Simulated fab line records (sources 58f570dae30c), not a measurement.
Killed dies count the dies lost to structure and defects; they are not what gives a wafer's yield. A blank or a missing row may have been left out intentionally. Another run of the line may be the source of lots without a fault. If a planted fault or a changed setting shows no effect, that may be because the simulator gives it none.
Which tool did it? :: flow berkeley_cmos170 :: 21 wafers from 7 lots sampled at 2 of the route's 331 steps

== WHAT EACH GAUGE READ, for each wafer ==
UCB170_SPACER_THK_MEAS_01.
lot: L524
measured: day 7 19:08
on: film_metro-01
SPACER_TEOS_THK (nm): 371 381 376

lot: L526
measured: day 8 00:51
on: film_metro-02
SPACER_TEOS_THK (nm): 375 374 380

lot: L528
measured: day 8 23:00
on: film_metro-02
SPACER_TEOS_THK (nm): 398 402 400

lot: L539
measured: day 10 09:41
on: film_metro-02
SPACER_TEOS_THK (nm): 379 376 379

lot: L537
measured: day 10 11:17
on: film_metro-02
SPACER_TEOS_THK (nm): 375 379 385

lot: L543
measured: day 11 15:22
on: film_metro-02
SPACER_TEOS_THK (nm): 373 376 375

lot: L542
measured: day 11 15:47
on: film_metro-02
SPACER_TEOS_THK (nm): 374 379 375

== EACH LOT AND THE TOOL THAT RAN IT (in order: tool; ch and the chambers of the sampled wafers; start) ==
lot: L524
UCB170_SPACER_CVD_00: pecvd-01 ch 0,1, day 7 19:04

lot: L526
UCB170_SPACER_CVD_00: pecvd-01 ch 0,1, day 8 00:49

lot: L528
UCB170_SPACER_CVD_00: pecvd-01 ch 0,1, day 8 22:56

lot: L539
UCB170_SPACER_CVD_00: pecvd-04 ch 1,2, day 10 09:38

lot: L537
UCB170_SPACER_CVD_00: pecvd-04 ch 0,2, day 10 11:14

lot: L543
UCB170_SPACER_CVD_00: pecvd-03 ch 0,2, day 11 15:19

lot: L542
UCB170_SPACER_CVD_00: pecvd-03 ch 2, day 11 15:44
- UCB170_SPACER_CVD_00: deposits SiO2 from TEOS/O2, target thk 376 nm, time 47 s.

== THE ANSWER, worked out from the rows above alone ==
Rule: usual is defined by the lots themselves. The widest of any qualifying gaps counts: lots, ordered by their means at a reading, are off when they make up no more than a third of the lots, leave a main group of 4 or more, and stand apart from it by 3 or more times the standard deviation of that group's means. Not used: any main group whose means are identical at the precision the tables above print for the reading. A lot without any number at a reading at which 4 lots or more have one is off too. Any other lot the step has rows for is counted as sound.
Off: at UCB170_SPACER_THK_MEAS_01 (SPACER_TEOS_THK), L528. Main group: mean 377 nm, sd 1.6.
If a tool, at a process step before that reading, ran all the lots that are off and no sound lot after the first of them, it fits. Those tools and the gauges at UCB170_SPACER_THK_MEAS_01 are tried in the same way. One fits: pecvd-01 at UCB170_SPACER_CVD_00. Its last sound lot is L526 (day 8 00:49), its first lot that is off L528 (day 8 22:56): a fault that began between those two fits.

== WHAT THE SIMULATOR HAD INSERTED ==
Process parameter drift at UCB170_SPACER_CVD_00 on pecvd-01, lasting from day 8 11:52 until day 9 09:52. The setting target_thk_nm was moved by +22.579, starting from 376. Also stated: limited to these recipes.
Lots struck among those shown: L528. The rule above found the same.
